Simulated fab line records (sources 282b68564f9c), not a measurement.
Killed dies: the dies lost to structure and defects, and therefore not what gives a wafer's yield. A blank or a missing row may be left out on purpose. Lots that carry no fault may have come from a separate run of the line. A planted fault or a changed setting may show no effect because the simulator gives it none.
Which of the tools did it?	flow ritCmos	14 lots with 42 wafers sampled at 4 steps, on a route of 202 steps

== WHAT EACH GAUGE READ, for each wafer ==
RIT_ACTIVE_BOW_MEAS_00.
lot	measured	on	INCOMING_BOW (um)
L264	day 1 10:00	filmMetro-01	9 0 -1
L265	day 1 15:00	filmMetro-01	-2 -6 1
L266	day 1 20:01	filmMetro-02	-5 3 -8
L267	day 2 01:00	filmMetro-01	-8 -1 -5
L268	day 2 06:00	filmMetro-01	-1 -12 0
L271	day 2 21:02	filmMetro-04	-2 -7 6
L277	day 4 03:01	filmMetro-01	4 5 -1
L278	day 4 08:00	filmMetro-02	6 5 1
L279	day 4 13:00	filmMetro-04	-1 0 -7
L280	day 4 18:00	filmMetro-02	-5 -4 -13
L281	day 4 23:00	filmMetro-04	-5 -4 -9
L285	day 5 19:00	filmMetro-02	-5 -8 -6
L286	day 6 00:00	filmMetro-04	6 5 -7
L287	day 6 05:01	filmMetro-02	4 -1 -8

RIT_NLDD_TW_MEAS_10.
lot	measured	on	NLDD_TW
L264	day 2 19:14	filmMetro-01	2421 2430 2425
L265	day 3 00:22	filmMetro-01	2398 2426 2414
L266	day 3 04:46	filmMetro-04	2500 2489 2501
L267	day 3 13:16	filmMetro-02	2499 2508 2496
L268	day 3 15:02	filmMetro-02	2503 2492 2498
L271	day 4 04:23	filmMetro-02	2498 2504 2493
L277	day 5 11:47	filmMetro-04	1552 1564 1568
L278	day 5 16:02	filmMetro-02	1548 1558 1551
L279	day 5 20:20	filmMetro-01	2413 2404 2419
L280	day 6 00:57	filmMetro-01	2433 2423 2434
L281	day 6 07:01	filmMetro-02	2507 2506 2510
L285	day 7 03:25	filmMetro-04	2501 2501 2495
L286	day 7 07:04	filmMetro-02	2515 2524 2516
L287	day 7 14:37	filmMetro-01	2431 2429 2431

RIT_SDANNEAL_RS_MEAS_07: the measuring method here is four-point-probe.
lot	measured	on	NLDD_RS (ohm/sq)
L264	day 3 03:19	filmMetro-02	151.4 151.4 151.9
L265	day 3 08:10	filmMetro-02	151.8 151.3 152.2
L266	day 3 13:05	filmMetro-01	151.6 152.4 152.5
L267	day 3 21:10	filmMetro-01	151.9 151.7 151.7
L268	day 3 23:10	filmMetro-04	152.1 152.8 152.0
L271	day 4 12:19	filmMetro-04	152.8 152.6 152.6
L277	day 5 20:47	filmMetro-04	518.8 515.7 518.0
L278	day 6 00:03	filmMetro-01	520.5 516.4 519.2
L279	day 6 04:23	filmMetro-02	150.9 151.5 151.3
L280	day 6 09:03	filmMetro-04	151.7 152.0 152.1
L281	day 6 14:53	filmMetro-01	152.9 151.8 152.7
L285	day 7 11:16	filmMetro-04	151.7 152.3 152.2
L286	day 7 14:53	filmMetro-02	150.6 150.8 150.6
L287	day 7 22:38	filmMetro-02	151.4 151.6 151.4

== TOOL THAT RAN EACH LOT (tool first, then ch and the chambers of the sampled wafers, then the start) ==
lot	RIT_NLDD_IMPLANT_08
L264	implanter-02 ch 0, day 2 18:54
L265	implanter-03 ch 0, day 3 00:03
L266	implanter-03 ch 0, day 3 04:27
L267	implanter-02 ch 0, day 3 12:56
L268	implanter-02 ch 0, day 3 14:42
L271	implanter-01 ch 0, day 4 04:05
L277	implanter-02 ch 0, day 5 11:29
L278	implanter-02 ch 0, day 5 15:42
L279	implanter-01 ch 0, day 5 20:01
L280	implanter-01 ch 0, day 6 00:37
L281	implanter-03 ch 0, day 6 06:41
L285	implanter-03 ch 0, day 7 03:05
L286	implanter-01 ch 0, day 7 06:44
L287	implanter-01 ch 0, day 7 14:16
- RIT_NLDD_IMPLANT_08

== WHAT THE TOOLS THEMSELVES READ (means of the sampled wafers that have a number; where no wafer has one, the mark that the record gives instead) ==
RIT_NLDD_IMPLANT_08.
lot	tool	beamOnS (s)	doseIonsCm2	endStationPressureTorr (Torr)	faradayCurrentUA
L264	implanter-02	9.91	4.996e+14	6.2e-06	1587
L265	implanter-03	9.93	5.008e+14	6.2e-06	1580
L266	implanter-03	9.94	4.996e+14	6.5e-06	1579
L267	implanter-02	10.01	5.003e+14	6.6e-06	1568
L268	implanter-02	9.70	5.000e+14	6.2e-06	1621
L271	implanter-01	10.18	4.995e+14	6.0e-06	1547
L277	implanter-02	9.94	9.963e+13	5.2e-06	317
L278	implanter-02	9.87	9.947e+13	5.2e-06	318
L279	implanter-01	10.07	4.995e+14	6.0e-06	1562
L280	implanter-01	10.12	4.993e+14	6.4e-06	1559
L281	implanter-03	10.12	4.993e+14	5.9e-06	1551
L285	implanter-03	10.00	5.002e+14	6.2e-06	1573
L286	implanter-01	9.99	4.999e+14	6.1e-06	1571
L287	implanter-01	9.92	5.005e+14	6.1e-06	1583

== THE ANSWER, worked out from the rows above alone ==
Rule: usual is defined by the lots themselves. Put in order of their means at a reading, lots are off if they are a third of the lots or fewer, leave a main group of 4 or more, and stand apart from it by a gap of 3 or more times the standard deviation of the main group's means; of several such gaps the widest counts. Not used: any main group whose means are identical at the precision the tables above print for the reading. Also off: a lot with no number at a reading for which 4 or more lots have one. Any other lot the step has rows for is counted as sound. The gauges are gone through in route order, then the tools' own readings, and for those a lot's mean is taken as printed above. The first step at which some lot is off is used, and at that step the reading that is off furthest; a lot without a number counts as furthest.
Off: at RIT_NLDD_TW_MEAS_10 (NLDD_TW), L277, L278. Mean 2469 and standard deviation 40 in the main group.
If a tool, at a process step before that reading, ran all the lots that are off and no sound lot after the first of them, it fits. Not tried: the gauges at RIT_NLDD_TW_MEAS_10; whatever is off there is also off at RIT_NLDD_IMPLANT_08, on other tools, and gauge error can't account for it. One candidate fits, namely implanter-02 at RIT_NLDD_IMPLANT_08. Its last sound lot is L268 (day 3 14:42), its first lot that is off L277 (day 5 11:29): a fault that began between those two fits.
The tool's own readings at RIT_NLDD_IMPLANT_08 bear it out: on the lots that are off they differ by more than 5 times the standard deviation of the sound lots' means. doseIonsCm2 reads 9.955e+13 there against 4.999e+14 on the sound lots; endStationPressureTorr reads 5.2e-06 Torr there against 6.2e-06 Torr on the sound lots; faradayCurrentUA reads 318 there against 1573 on the sound lots.

== WHAT THE SIMULATOR HAD PUT IN ==
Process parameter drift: implanter-02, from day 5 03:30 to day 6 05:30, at RIT_NLDD_IMPLANT_08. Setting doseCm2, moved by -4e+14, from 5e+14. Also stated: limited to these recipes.
Struck lots among those shown: L277, L278. The same result came from the rule above.
